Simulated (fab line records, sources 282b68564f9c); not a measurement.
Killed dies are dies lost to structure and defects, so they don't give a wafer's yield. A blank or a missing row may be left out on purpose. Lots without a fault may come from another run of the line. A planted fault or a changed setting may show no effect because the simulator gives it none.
A struck lot beside a sound one | flow rit_cmos | 15 steps out of a route of 202
Sound: wafers L418.2, L418.3, L418.6. Struck: wafers L415.1, L415.3, L415.6. The cause comes at the end.
At each step with rows: each side's tool, then ch and its chambers, then its first start. Under that, the readings that differ: sound wafers | struck wafers | difference of the means | sigmas: that difference in standard deviations of wafers without a fault.
alike: readings whose means differ by less than 2 such deviations, and words and numbers that are the same on both sides. not compared: withheld readings, readings that some wafer has no value for, bounds like >300 that may hide the same value, and numbers for which the record gives no deviation and whose values overlap.
The two part at a step that has a row with sigmas, a row that says differs or no value, or rows on one side only. Numbers that don't overlap but have no deviation are shown without sigmas and don't part them. A reading that every wafer of one side lacks parts them only if that side has two wafers or more.

first, 2 steps without rows for these wafers: RIT_GATE_HMDS_10 (prime time 60 s); RIT_GATE_COAT_11 (resist thk 850 nm).
RIT_GATE_SOFTBAKE_12: time 61.23 s.
  sound on litho_track-04 ch 0, day 5 14:23; struck on litho_track-03 ch 0, day 4 23:11
  alike: plate_sensor_t_centre_C, plate_sensor_t_edge_C
then, 3 steps without rows for these wafers: RIT_GATE_EXPOSE_13 (exposes mask M6, target cd 150 nm); RIT_GATE_PEB_14; RIT_GATE_DEVELOP_15 (develop time 50 s).
RIT_GATE_CD_MEAS_16: target cd 150 nm.
  sound on cd_sem-02, day 5 14:56; struck on cd_sem-01, day 4 23:44
  alike: cd_nm
RIT_GATE_OVL_MEAS_17:
  sound on overlay-01, day 5 15:02; struck on overlay-01, day 4 23:51
  alike: GATE_OVL
then, 1 step without rows for these wafers: RIT_GATE_HARDBAKE_18 (time 60 s).
RIT_GATE_ETCH_19: etches poly-Si in SF6/CHF3/O2, stops on SiO2, time 165 s, target depth 312.5 nm.
  sound on rie_si-02 ch 0,1,3, day 5 15:13; struck on rie_si-01 ch 2,3, day 5 00:02
  alike: SF6_flow_sccm, drypump_motor_current_A, oes_product_au, rf_fwd_power_W, throttle_valve_pct
  not compared: rf_hours_counter_h
RIT_GATE_STRIP_20: strips in O2, time 180 s.
  sound on plasma_asher-04 ch 0,1, day 5 15:20; struck on plasma_asher-04 ch 0, day 5 00:08
  alike: drypump_motor_current_A, rf_refl_power_W
  not compared: rf_hours_counter_h
RIT_GATE_CD_MEAS_90: target cd 150 nm.
  sound on cd_sem-02, day 5 15:31; struck on cd_sem-02, day 5 00:19
  alike: cd_nm
RIT_REOX_CLEAN_00: cleans in SC1, time 600 s.
  sound on wet_bench-01 ch 1, day 5 15:37; struck on wet_bench-02 ch 0, day 5 00:26
  reading          | sound       | struck      | difference | sigmas
  run_length_s (s) | 626 626 626 | 675 675 675 | +49        | +15
then, 1 step without rows for these wafers: RIT_REOX_CLEAN_01 (cleans in dHF, time 30 s).
RIT_M1_PROBE_99:
  sound on prober-02, day 6 12:20; struck on prober-01, day 5 20:02
  alike: killed_at_contacts, killed_at_front_end, killed_dies, killed_open, killed_short

WHERE THEY PART
Only at RIT_REOX_CLEAN_00, within this record. Later steps at which nothing parts them and some readings are alike: RIT_M1_PROBE_99.

WHY: what the simulator had put in
Process parameter drift: wet_bench-02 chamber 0, from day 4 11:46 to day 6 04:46, at RIT_REOX_CLEAN_00. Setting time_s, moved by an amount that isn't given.
